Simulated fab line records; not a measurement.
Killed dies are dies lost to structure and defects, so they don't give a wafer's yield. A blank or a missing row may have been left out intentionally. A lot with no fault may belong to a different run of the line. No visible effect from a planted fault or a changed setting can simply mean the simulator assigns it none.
fab line records	flow berkeley_cmos170
[record] lots = 5	wafers = 23
route steps=331 shown SILICIDE@211 CONTACT@228 M1@244 V1@264
start_h: hours from the record's opening day to when the first of the lot's shown wafers began	wait_h: hours from the lot's prior step to this one	" identical to the entry in the row above	L1.1+2: one row covering several wafers at once	- no value present, or no start provided	* or withheld: withheld	< > ~ a bound
route shown NAME@n: NAME is a module with steps in the file, n the number in the route of the first one	usual: mean and standard deviation over wafers with no fault	same: alike in all rows	chamber/n: place in a boat	sites: per-site readings	_std_site: their standard deviation	_edge_site: the outer-site mean with the inner-site mean subtracted	radius_mm: for every site, how far away it sits from the centre of the wafer	mask NAME#n: copy n	behind: the last tool/chamber to shape the wafer	hold: why the lot went on hold/how many hours it stayed there/how the hold came to an end	device: the transistor (n, p or np) that didn't switch	end of line: the tests these same wafers got at the end of their route	a step with no rows: only its recipe	killed: at the first sort, the dies lost to defects and structure; wafer yield is something else	map: the dies of a wafer, with x for killed, . for not killed, _ for no die there
set.NAME: the setting as run; set.NAME@STEP: as run at that earlier step	model.NAME: the simulator's own value behind a step, which no gauge read
one table per step and one row per wafer, for lots whose settings were changed on purpose
[[steps]]
[step UCB170_SILICIDE_SPUTTER_01]
[recipe] material = Ti	target_thk_nm = 30	time_s = 25	power_w = 1500	chamber_pressure_pa = 0.5
lot.wafer	tool	chamber	start_h	wait_h	set.time_s	model.Ti_of_SILICIDE_SPUTTER_01.thk_nm
L078.1	pvd_sputter-01	-	194.30	0.0	27.26	32.06
L078.2	"	-	"	"	25	29.11
L078.3	"	-	"	"	25	29.93
L078.4	"	-	"	"	25	29.54
L078.5	"	-	"	"	27.26	32.09
L080.1	pvd_sputter-03	-	194.52	0.0	25	29.71
L080.2	"	-	"	"	25	29.21
L080.3	"	-	"	"	27.58	33.01
L080.4	"	-	"	"	27.58	33.14
L080.6	"	-	"	"	27.58	33.09
L076.2	pvd_sputter-04	-	194.96	0.0	28.52	34.95
L076.3	"	-	"	"	25	29.63
L076.4	"	-	"	"	25	30.21
L076.5	"	-	"	"	28.52	34.42
L076.6	"	-	"	"	25	29.64
L081.2	pvd_sputter-04	-	216.06	0.0	25	29.97
L081.3	"	-	"	"	25	29.53
L081.4	"	-	"	"	25	29.62
L085.2	pvd_sputter-04	-	221.76	0.0	25	30.29
L085.3	"	-	"	"	26.33	31.64
L085.4	"	-	"	"	26.33	31.84
L085.5	"	-	"	"	25	29.86
L085.6	"	-	"	"	26.33	31.93
[step UCB170_SILICIDE_RS_MEAS_02]
[recipe] thk_meas_gauge = four-point-probe	reads = Ti_of_SILICIDE_SPUTTER_01
[usual] SILICIDE_TI_RS = 26.3/0.44
lot.wafer	tool	chamber	start_h	wait_h	set.time_s@SILICIDE_SPUTTER_01	SILICIDE_TI_RS[ohm/sq]
L078.1	film_metro-02	-	194.33	0.0	27.26	24.2
L078.2	"	-	"	"	25	27.0
L078.3	"	-	"	"	25	26.2
L078.4	"	-	"	"	25	26.5
L078.5	"	-	"	"	27.26	24.1
L080.1	film_metro-02	-	194.56	0.0	25	26.4
L080.2	"	-	"	"	25	26.9
L080.3	"	-	"	"	27.58	23.4
L080.4	"	-	"	"	27.58	23.2
L080.6	"	-	"	"	27.58	23.3
L076.2	film_metro-02	-	195.01	0.0	28.52	21.8
L076.3	"	-	"	"	25	26.5
L076.4	"	-	"	"	25	25.9
L076.5	"	-	"	"	28.52	22.2
L076.6	"	-	"	"	25	26.5
L081.2	film_metro-02	-	216.11	0.0	25	26.2
L081.3	"	-	"	"	25	26.6
L081.4	"	-	"	"	25	26.5
L085.2	film_metro-01	-	221.81	0.0	25	25.9
L085.3	"	-	"	"	26.33	24.5
L085.4	"	-	"	"	26.33	24.3
L085.5	"	-	"	"	25	26.3
L085.6	"	-	"	"	26.33	24.3
[step UCB170_SILICIDE_THK_MEAS_03]
[recipe] thk_meas_gauge = xrf	reads = Ti_of_SILICIDE_SPUTTER_01
[usual] SILICIDE_TI_THK = 29.6/0.48
lot.wafer	tool	chamber	start_h	wait_h	set.time_s@SILICIDE_SPUTTER_01	SILICIDE_TI_THK[nm]
L078.1	film_metro-02	-	194.45	0.1	27.26	31.9
L078.2	"	-	"	"	25	28.9
L078.3	"	-	"	"	25	29.7
L078.4	"	-	"	"	25	29.2
L078.5	"	-	"	"	27.26	32.0
L080.1	film_metro-02	-	194.68	0.1	25	29.5
L080.2	"	-	"	"	25	29.0
L080.3	"	-	"	"	27.58	32.8
L080.4	"	-	"	"	27.58	32.8
L080.6	"	-	"	"	27.58	32.9
L076.2	film_metro-02	-	195.12	0.1	28.52	34.5
L076.3	"	-	"	"	25	29.4
L076.4	"	-	"	"	25	29.9
L076.5	"	-	"	"	28.52	34.2
L076.6	"	-	"	"	25	29.4
L081.2	film_metro-02	-	216.22	0.1	25	29.8
L081.3	"	-	"	"	25	29.5
L081.4	"	-	"	"	25	29.4
L085.2	film_metro-01	-	221.92	0.1	25	30.0
L085.3	"	-	"	"	26.33	31.5
L085.4	"	-	"	"	26.33	31.5
L085.5	"	-	"	"	25	29.6
L085.6	"	-	"	"	26.33	31.7
[step UCB170_CONTACT_EXPOSE_12]
[recipe] mask_id = CONT	target_cd_nm = 700	na = 0.5	sigma_outer = 0.6	source_shape = conventional	dose_mj = 35
lot.wafer	tool	chamber	start_h	wait_h	mask	set.dose_mj
L078.1+2+5	krf_scanner-02	0	197.88	-	CONT#0	32.88
L078.3+4	"	0	"	"	CONT#0	35
L080.1+6	krf_scanner-01	0	198.22	-	CONT#0	35
L080.2+3+4	"	0	"	"	CONT#0	32.64
L076.2+3	krf_scanner-01	0	199.67	-	CONT#0	35
L076.4+5+6	"	0	"	"	CONT#0	32.77
L081.2+3+4	krf_scanner-01	0	220.22	-	CONT#0	35
L085.2+3+4+5+6	krf_scanner-01	0	225.34	-	CONT#0	35
[step UCB170_CONTACT_PEB_13]
[recipe] peb_temp_c = 130	peb_time_s = withheld	resist = KrF
[step UCB170_CONTACT_DEVELOP_14]
[recipe] developer = TMAH	develop_time_s = 45	resist = KrF	dev_temp_c = 21
[step UCB170_CONTACT_CD_MEAS_15]
[recipe] target_cd_nm = 700
[usual] cd_nm = 699.8/1.2
lot.wafer	tool	chamber	start_h	wait_h	set.dose_mj@CONTACT_EXPOSE_12	cd_nm
L078.1	cd_sem-02	-	198.27	-	32.88	688.6
L078.2	"	-	"	"	32.88	687.1
L078.3	"	-	"	"	35	699.0
L078.4	"	-	"	"	35	699.5
L078.5	"	-	"	"	32.88	687.9
L080.1	cd_sem-01	-	198.61	-	35	700.5
L080.2	"	-	"	"	32.64	688.8
L080.3	"	-	"	"	32.64	688.7
L080.4	"	-	"	"	32.64	687.8
L080.6	"	-	"	"	35	701.2
L076.2	cd_sem-01	-	200.06	-	35	699.9
L076.3	"	-	"	"	35	700.4
L076.4	"	-	"	"	32.77	690.0
L076.5	"	-	"	"	32.77	689.7
L076.6	"	-	"	"	32.77	687.6
L081.2	cd_sem-02	-	220.65	-	35	699.4
L081.3	"	-	"	"	35	699.9
L081.4	"	-	"	"	35	698.1
L085.2	cd_sem-01	-	225.73	-	35	697.6
L085.3	"	-	"	"	35	699.8
L085.4	"	-	"	"	35	697.5
L085.5	"	-	"	"	35	698.1
L085.6	"	-	"	"	35	697.7
[step UCB170_CONTACT_ETCH_17]
[recipe] chemistry = N2/H2	target_depth_a = withheld	overetch_a = withheld	target = BARC	time_s = withheld	source_w = 500	bias_w = 100	pressure_mtorr = 30	n2_flow_sccm = 100	h2_flow_sccm = 200
lot.wafer	tool	chamber	start_h	wait_h	set.dose_mj@CONTACT_EXPOSE_12	model.CONTACT.cd_nm
L078.1	rie_diel-01	1	198.43	0.0	32.88	690.1
L078.2	"	0	"	"	32.88	687.2
L078.3	"	2	"	"	35	698.8
L078.4	"	3	"	"	35	698.9
L078.5	"	2	"	"	32.88	686.6
L080.1	rie_diel-02	1	198.77	0.0	35	701.2
L080.2+3	"	3,2	"	"	32.64	688.7
L080.4	"	0	"	"	32.64	688.6
L080.6	"	3	"	"	35	700.3
L076.2	rie_diel-02	3	200.19	0.0	35	699.7
L076.3	"	1	"	"	35	700.4
L076.4	"	2	"	"	32.77	690.2
L076.5	"	1	"	"	32.77	690.1
L076.6	"	2	"	"	32.77	688.3
L081.2	rie_diel-02	2	220.79	0.0	35	698.7
L081.3	"	3	"	"	35	698.5
L081.4	"	0	"	"	35	698.3
L085.2	rie_diel-01	1	225.87	0.0	35	698.4
L085.3	"	2	"	"	35	698.7
L085.4	"	0	"	"	35	698
L085.5	"	3	"	"	35	697.9
L085.6	"	2	"	"	35	696.2
[step UCB170_CONTACT_ETCH_18]
[recipe] chemistry = CHF3/CF4/Ar	target = PSG	stop_on = TiSi2	CHF3_flow_sccm = 45	cf4_flow_sccm = 15	Ar_flow_sccm = 150	pressure_mtorr = 200	rf_w = 700	target_depth_a = 8400	over_etch_frac = 0.2	time_s = 195
[step UCB170_CONTACT_STRIP_19]
[recipe] chemistry = O2	power_w = 400	pressure_mtorr = 3500	platen_temp_c = withheld	o2_flow_sccm = 400	overash_fraction = 0.5
[step UCB170_CONTACT_CD_MEAS_90]
[recipe] target_cd_nm = 700
[usual] cd_nm = 699.7/1.4
lot.wafer	tool	chamber	start_h	wait_h	set.dose_mj@CONTACT_EXPOSE_12	cd_nm
L078.1	cd_sem-02	-	198.69	0.1	32.88	690.1
L078.2	"	-	"	"	32.88	686.9
L078.3	"	-	"	"	35	699.1
L078.4	"	-	"	"	35	700.2
L078.5	"	-	"	"	32.88	686.6
L080.1	cd_sem-01	-	199.03	0.1	35	701.9
L080.2	"	-	"	"	32.64	688.5
L080.3	"	-	"	"	32.64	687.6
L080.4	"	-	"	"	32.64	689.9
L080.6	"	-	"	"	35	699.8
L076.2	cd_sem-01	-	200.48	0.1	35	699.4
L076.3	"	-	"	"	35	700.8
L076.4	"	-	"	"	32.77	689.0
L076.5	"	-	"	"	32.77	690.6
L076.6	"	-	"	"	32.77	686.9
L081.2	cd_sem-02	-	221.08	0.1	35	697.9
L081.3	"	-	"	"	35	697.6
L081.4	"	-	"	"	35	698.7
L085.2	cd_sem-02	-	226.16	0.1	35	698.4
L085.3	"	-	"	"	35	699.4
L085.4	"	-	"	"	35	697.7
L085.5	"	-	"	"	35	698.3
L085.6	"	-	"	"	35	697.6
[step UCB170_M1_EXPOSE_06]
[recipe] mask_id = METAL1	target_cd_nm = 700	na = 0.5	sigma_outer = 0.6	source_shape = conventional	dose_mj = 21
lot.wafer	tool	chamber	start_h	wait_h	mask	set.dose_mj
L078.1+2+3+4+5	krf_scanner-02	0	199.88	-	METAL1#0	21
L080.1+2+6	krf_scanner-01	0	200.22	-	METAL1#0	19.97
L080.3+4	"	0	"	"	METAL1#0	21
L076.2+4+5	krf_scanner-02	0	201.61	-	METAL1#0	21.75
L076.3+6	"	0	"	"	METAL1#0	21
L081.2+3+4	krf_scanner-01	0	222.32	-	METAL1#0	21
L085.2+3	krf_scanner-01	0	227.14	-	METAL1#0	21
L085.4+5+6	"	0	"	"	METAL1#0	22.31
[step UCB170_M1_DEVELOP_08]
[recipe] developer = TMAH	develop_time_s = 45	resist = KrF	dev_temp_c = 21
lot.wafer	tool	chamber	start_h	wait_h	set.dev_temp_c
L078.1+3	litho_track-04	0	-	-	24
L078.2+4+5	"	0	"	"	21
L080.1+2+3+4+6	litho_track-01	0	-	-	21
L076.2+3+5	litho_track-02	0	-	-	21
L076.4+6	"	0	"	"	24.5
L081.2+3+4	litho_track-01	0	-	-	21
L085.2+3+4+5+6	litho_track-01	0	-	-	21
[step UCB170_M1_CD_MEAS_09]
[recipe] target_cd_nm = 700
[usual] cd_nm = 699.8/1.2
lot.wafer	tool	chamber	start_h	wait_h	set.dose_mj@M1_EXPOSE_06	cd_nm
L078.1	cd_sem-01	-	200.27	-	21	701.9
L078.2	"	-	"	"	21	699.3
L078.3	"	-	"	"	21	700.2
L078.4	"	-	"	"	21	699.7
L078.5	"	-	"	"	21	701.7
L080.1	cd_sem-02	-	200.61	-	19.97	709.0
L080.2	"	-	"	"	19.97	707.9
L080.3	"	-	"	"	21	697.6
L080.4	"	-	"	"	21	698.6
L080.6	"	-	"	"	19.97	707.4
L076.2	cd_sem-02	-	202.00	-	21.75	691.6
L076.3	"	-	"	"	21	698.9
L076.4	"	-	"	"	21.75	692.9
L076.5	"	-	"	"	21.75	693.3
L076.6	"	-	"	"	21	699.5
L081.2	cd_sem-02	-	222.71	-	21	700.0
L081.3	"	-	"	"	21	701.8
L081.4	"	-	"	"	21	701.0
L085.2	cd_sem-01	-	227.53	-	21	698.5
L085.3	"	-	"	"	21	699.7
L085.4	"	-	"	"	22.31	688.2
L085.5	"	-	"	"	22.31	688.4
L085.6	"	-	"	"	22.31	688.6
[step UCB170_M1_ETCH_11]
[recipe] chemistry = N2/H2	target_depth_a = withheld	overetch_a = withheld	target = BARC	time_s = withheld	source_w = 500	bias_w = 100	pressure_mtorr = 30	n2_flow_sccm = 100	h2_flow_sccm = 200
lot.wafer	tool	chamber	start_h	wait_h	set.dose_mj@M1_EXPOSE_06	model.M1.cd_nm
L078.1	rie_diel-04	3	200.43	0.0	21	700.3
L078.2	"	1	"	"	21	698.8
L078.3	"	0	"	"	21	700.8
L078.4	"	2	"	"	21	700.5
L078.5	"	0	"	"	21	702.1
L080.1	rie_diel-03	0	200.77	0.0	19.97	708.7
L080.2	"	2	"	"	19.97	707.6
L080.3	"	3	"	"	21	697.2
L080.4	"	1	"	"	21	699.3
L080.6	"	0	"	"	19.97	707.4
L076.2	rie_diel-02	0	202.14	0.0	21.75	692.3
L076.3+6	"	3	"	"	21	698.9
L076.4	"	1	"	"	21.75	692.6
L076.5	"	0	"	"	21.75	693.8
L081.2	rie_diel-03	1	222.84	0.0	21	700.6
L081.3	"	0	"	"	21	701.9
L081.4	"	2	"	"	21	701.6
L085.2	rie_diel-02	1	227.67	0.0	21	698.3
L085.3	"	3	"	"	21	700.1
L085.4	"	0	"	"	22.31	688.9
L085.5	"	2	"	"	22.31	688
L085.6	"	1	"	"	22.31	688.4
[step UCB170_M1_METAL_ETCH_12]
[recipe] chemistry = Cl2/BCl3	target = Al	stop_on = PSG	pressure_mtorr = 12	target_depth_a = 7800	over_etch_frac = 0.3	time_s = 130	icp_w = 600	bias_w = 120	Cl2_flow_sccm = 90	bcl3_flow_sccm = 45
lot.wafer	tool	chamber	start_h	wait_h	set.dose_mj@M1_EXPOSE_06	model.M1.cd_nm
L078.1	rie_metal-02	1	200.47	-	21	703.7
L078.2	"	0	"	"	21	694.9
L078.3	"	0	"	"	21	697.7
L078.4	"	1	"	"	21	703.3
L078.5	"	1	"	"	21	704.3
L080.1	rie_metal-04	1	200.81	-	19.97	709.2
L080.2	"	0	"	"	19.97	706.1
L080.3	"	0	"	"	21	693.9
L080.4	"	1	"	"	21	699.9
L080.6	"	0	"	"	19.97	706
L076.2	rie_metal-01	1	202.18	-	21.75	689.5
L076.3	"	0	"	"	21	696.1
L076.4	"	1	"	"	21.75	689.6
L076.5	"	0	"	"	21.75	689.4
L076.6	"	1	"	"	21	696.4
L081.2	rie_metal-01	1	222.89	-	21	697.1
L081.3	"	0	"	"	21	696.5
L081.4	"	1	"	"	21	697.7
L085.2	rie_metal-04	1	227.71	-	21	698.3
L085.3	"	1	"	"	21	701
L085.4	"	0	"	"	22.31	688.9
L085.5	"	0	"	"	22.31	686.3
L085.6	"	1	"	"	22.31	688.7
[step UCB170_M1_STRIP_13]
[recipe] chemistry = O2	power_w = 400	pressure_mtorr = 3500	platen_temp_c = withheld	o2_flow_sccm = 400	overash_fraction = 0.5
[step UCB170_M1_CD_MEAS_90]
[recipe] target_cd_nm = 700
[usual] cd_nm = 699/3.4
lot.wafer	tool	chamber	start_h	wait_h	set.dose_mj@M1_EXPOSE_06	cd_nm
L078.1	cd_sem-01	-	200.70	0.1	21	704
L078.2	"	-	"	"	21	695
L078.3	"	-	"	"	21	698
L078.4	"	-	"	"	21	704
L078.5	"	-	"	"	21	704
L080.1	cd_sem-01	-	201.04	0.1	19.97	709
L080.2	"	-	"	"	19.97	707
L080.3	"	-	"	"	21	694
L080.4	"	-	"	"	21	700
L080.6	"	-	"	"	19.97	706
L076.2	cd_sem-02	-	202.43	0.1	21.75	690
L076.3	"	-	"	"	21	696
L076.4	"	-	"	"	21.75	690
L076.5	"	-	"	"	21.75	690
L076.6	"	-	"	"	21	696
L081.2	cd_sem-02	-	223.14	0.1	21	697
L081.3	"	-	"	"	21	696
L081.4	"	-	"	"	21	698
L085.2	cd_sem-02	-	227.97	0.1	21	698
L085.3	"	-	"	"	21	701
L085.4	"	-	"	"	22.31	689
L085.5	"	-	"	"	22.31	686
L085.6	"	-	"	"	22.31	689
[step UCB170_V1_PEB_10]
[recipe] peb_temp_c = 130	peb_time_s = withheld	resist = KrF
lot.wafer	tool	chamber	start_h	wait_h	set.peb_temp_c
L078.1+4+5	litho_track-03	0	204.07	0.4	126.7
L078.2+3	"	0	"	"	130
L080.1+2+3+4+6	litho_track-02	0	207.62	0.2	130
L076.2+5+6	litho_track-03	0	207.92	0.3	130
L076.3+4	"	0	"	"	133.2
L081.2+3+4	litho_track-03	0	227.12	0.1	130
L085.2+3+4	litho_track-04	0	232.15	0.6	131.2
L085.5+6	"	0	"	"	130
[step UCB170_V1_DEVELOP_11]
[recipe] developer = TMAH	develop_time_s = 45	resist = KrF	dev_temp_c = 21
[step UCB170_V1_CD_MEAS_12]
[recipe] target_cd_nm = 700
[usual] cd_nm = 700.1/0.99
lot.wafer	tool	chamber	start_h	wait_h	set.peb_temp_c@V1_PEB_10	cd_nm
L078.1	cd_sem-02	-	204.34	-	126.7	673.8
L078.2	"	-	"	"	130	698.7
L078.3	"	-	"	"	130	699.4
L078.4	"	-	"	"	126.7	674.2
L078.5	"	-	"	"	126.7	673.7
L080.1	cd_sem-02	-	208.02	-	130	699.3
L080.2	"	-	"	"	130	699.8
L080.3	"	-	"	"	130	700.7
L080.4	"	-	"	"	130	699.7
L080.6	"	-	"	"	130	700.0
L076.2	cd_sem-02	-	208.19	-	130	701.1
L076.3	"	-	"	"	133.2	720.1
L076.4	"	-	"	"	133.2	719.0
L076.5	"	-	"	"	130	702.8
L076.6	"	-	"	"	130	701.1
L081.2	cd_sem-02	-	227.39	-	130	700.4
L081.3	"	-	"	"	130	698.5
L081.4	"	-	"	"	130	699.8
L085.2	cd_sem-02	-	232.42	-	131.2	706.8
L085.3	"	-	"	"	131.2	706.1
L085.4	"	-	"	"	131.2	707.7
L085.5	"	-	"	"	130	698.6
L085.6	"	-	"	"	130	699.2
[step UCB170_V1_ETCH_14]
[recipe] chemistry = CHF3/CF4/Ar	target = SiO2	stop_on = Al	CHF3_flow_sccm = 45	cf4_flow_sccm = 15	Ar_flow_sccm = 150	pressure_mtorr = 200	rf_w = 700	target_depth_a = 12500	over_etch_frac = 0.25	time_s = 291
lot.wafer	tool	chamber	start_h	wait_h	set.peb_temp_c@V1_PEB_10	model.V1.cd_nm
L078.1	rie_diel-03	0	204.50	0.0	126.7	674.4
L078.2	"	2	"	"	130	699
L078.3	"	3	"	"	130	700.2
L078.4	"	1	"	"	126.7	675.1
L078.5	"	3	"	"	126.7	673.6
L080.1	rie_diel-03	1	208.17	0.0	130	700.1
L080.2	"	3	"	"	130	700.7
L080.3	"	0	"	"	130	701.1
L080.4	"	0	"	"	130	700.5
L080.6	"	1	"	"	130	700.4
L076.2	rie_diel-04	1	208.33	0.0	130	702
L076.3	"	3	"	"	133.2	722.3
L076.4	"	2	"	"	133.2	719.8
L076.5	"	3	"	"	130	704.4
L076.6	"	0	"	"	130	701.9
L081.2	rie_diel-01	3	227.53	0.0	130	701.5
L081.3	"	0	"	"	130	697.3
L081.4	"	2	"	"	130	701.3
L085.2	rie_diel-03	1	232.56	0.0	131.2	707.3
L085.3	"	3	"	"	131.2	707.8
L085.4	"	3	"	"	131.2	709
L085.5	"	1	"	"	130	699.1
L085.6	"	2	"	"	130	699.5
[step UCB170_V1_STRIP_15]
[recipe] chemistry = O2	power_w = 400	pressure_mtorr = 3500	platen_temp_c = withheld	o2_flow_sccm = 400	overash_fraction = 0.5
[step UCB170_V1_CD_MEAS_90]
[recipe] target_cd_nm = 700
[usual] cd_nm = 700.6/1.4
lot.wafer	tool	chamber	start_h	wait_h	set.peb_temp_c@V1_PEB_10	cd_nm
L078.1	cd_sem-02	-	204.78	0.1	126.7	674.7
L078.2	"	-	"	"	130	698.6
L078.3	"	-	"	"	130	700.1
L078.4	"	-	"	"	126.7	675.1
L078.5	"	-	"	"	126.7	673.5
L080.1	cd_sem-01	-	208.45	0.1	130	700.0
L080.2	"	-	"	"	130	701.1
L080.3	"	-	"	"	130	701.4
L080.4	"	-	"	"	130	700.2
L080.6	"	-	"	"	130	700.5
L076.2	cd_sem-02	-	208.63	0.1	130	701.9
L076.3	"	-	"	"	133.2	722.3
L076.4	"	-	"	"	133.2	719.6
L076.5	"	-	"	"	130	704.5
L076.6	"	-	"	"	130	702.1
L081.2	cd_sem-01	-	227.83	0.1	130	701.5
L081.3	"	-	"	"	130	697.3
L081.4	"	-	"	"	130	701.3
L085.2	cd_sem-01	-	232.86	0.1	131.2	707.1
L085.3	"	-	"	"	131.2	708.1
L085.4	"	-	"	"	131.2	708.9
L085.5	"	-	"	"	130	699.3
L085.6	"	-	"	"	130	699.3
[[key]]
[split] step = UCB170_SILICIDE_SPUTTER_01	setting = time_s	stated = 25	by = wafer
[response] step = UCB170_SILICIDE_SPUTTER_01	reading = model.Ti_of_SILICIDE_SPUTTER_01.thk_nm	change = +0.333	per = 1%	r = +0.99
[response] step = UCB170_SILICIDE_RS_MEAS_02	reading = SILICIDE_TI_RS	change = -0.303	per = 1%	r = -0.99
[response] step = UCB170_SILICIDE_THK_MEAS_03	reading = SILICIDE_TI_THK	change = +0.334	per = 1%	r = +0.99
[split] step = UCB170_CONTACT_EXPOSE_12	setting = dose_mj	stated = 35	by = wafer
[response] step = UCB170_CONTACT_CD_MEAS_15	reading = cd_nm	change = +1.81	per = 1%	r = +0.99
[response] step = UCB170_CONTACT_ETCH_17	reading = model.CONTACT.cd_nm	change = +1.75	per = 1%	r = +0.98
[response] step = UCB170_CONTACT_CD_MEAS_90	reading = cd_nm	change = +1.84	per = 1%	r = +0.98
[split] step = UCB170_M1_EXPOSE_06	setting = dose_mj	stated = 21	by = wafer
[response] step = UCB170_M1_CD_MEAS_09	reading = cd_nm	change = -1.84	per = 1%	r = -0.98
[response] step = UCB170_M1_ETCH_11	reading = model.M1.cd_nm	change = -1.79	per = 1%	r = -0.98
[response] step = UCB170_M1_METAL_ETCH_12	reading = model.M1.cd_nm	change = -1.94	per = 1%	r = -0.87
[response] step = UCB170_M1_CD_MEAS_90	reading = cd_nm	change = -1.92	per = 1%	r = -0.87
[split] step = UCB170_M1_DEVELOP_08	setting = dev_temp_c	stated = 21	by = wafer
response none clear
[split] step = UCB170_V1_PEB_10	setting = peb_temp_c	stated = 130	by = wafer
[response] step = UCB170_V1_CD_MEAS_12	reading = cd_nm	change = +8.63	per = 1%	r = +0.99
[response] step = UCB170_V1_ETCH_14	reading = model.V1.cd_nm	change = +8.76	per = 1%	r = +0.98
[response] step = UCB170_V1_CD_MEAS_90	reading = cd_nm	change = +8.68	per = 1%	r = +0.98
